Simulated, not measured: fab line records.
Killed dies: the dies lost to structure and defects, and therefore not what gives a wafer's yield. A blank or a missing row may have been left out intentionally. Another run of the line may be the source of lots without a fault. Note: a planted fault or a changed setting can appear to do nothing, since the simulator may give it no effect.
Chamber matching    flow berkeley-cmos170    UCB170_ZERO_ETCH_06 on rie-diel-02: 4 sister chambers
The step etches SiO2 in CHF3/CF4/Ar, time 12 s. 14 wafers are shown with their chamber, then 7 later ones without.

WAFERS WITH THEIR CHAMBER
wafer   chamber  throttle-valve-pct (%)  oes-product-au (a.u.)  CHF3_flow_sccm (sccm)
L901.1  1        9.12                    0.616                  49.92
L901.2  0        9.12                    0.612                  50.01
L901.4  2        8.90                    0.623                  50.04
L902.1  3        9.36                    0.628                  50.02
L902.3  2        8.91                    0.612                  50.07
L902.5  2        8.91                    0.618                  49.97
L904.1  3        9.36                    0.626                  49.91
L904.3  0        9.11                    0.607                  50.27
L904.5  2        8.92                    0.623                  50.02
L911.2  1        9.14                    0.621                  50.27
L911.3  2        8.93                    0.623                  49.91
L911.4  3        9.34                    0.615                  50.07
L912.3  1        9.13                    0.627                  49.93
L912.4  1        9.14                    0.621                  50.00

SIGNATURES (averages over the wafers above)
reading             chamber 0  chamber 1  chamber 2  chamber 3  scatter within a chamber
throttle-valve-pct  9.1150     9.1325     8.9140     9.3533     0.0105
oes-product-au      0.60950    0.62125    0.61980    0.62300    0.00516
CHF3_flow_sccm      50.1400    50.0300    50.0020    50.0000    0.12
Rule: for a wafer and a chamber, the distance is found by dividing, reading by reading, the gap between the wafer's reading and the chamber's mean by the reading's scatter, squaring, summing and taking the root. If the next closest chamber is less than 2 further off than the closest, the wafer can't be placed; otherwise it belongs to the closest. The scatter: take each reading less its chamber's mean, square it, sum over the shown wafers, divide by the number of wafers less the number of chambers, and take the root.

WAFERS WITHOUT THEIR CHAMBER
wafer   throttle-valve-pct (%)  oes-product-au (a.u.)  CHF3_flow_sccm (sccm)
L912.6  9.34                    0.624                  50.12
L915.2  9.11                    0.615                  49.80
L915.5  9.14                    0.622                  49.85
L915.6  9.12                    0.622                  49.95
L918.1  9.13                    0.623                  49.78
L918.3  9.13                    0.625                  49.90
L918.4  8.90                    0.619                  49.84

WHICH CHAMBER EACH WENT THROUGH
wafer    from the rows above       in truth
L912.6   3                         3
L915.2   can't be placed: 0 or 1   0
L915.5   1                         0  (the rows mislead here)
L915.6   can't be placed: 1 or 0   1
L918.1   1                         1
L918.3   1                         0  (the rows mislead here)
L918.4   2                         2
Correct placement for 3 of the 7. From these rows, 2 cannot be placed; in 2 the true chamber is one of the candidates. Number placed wrongly: 2.
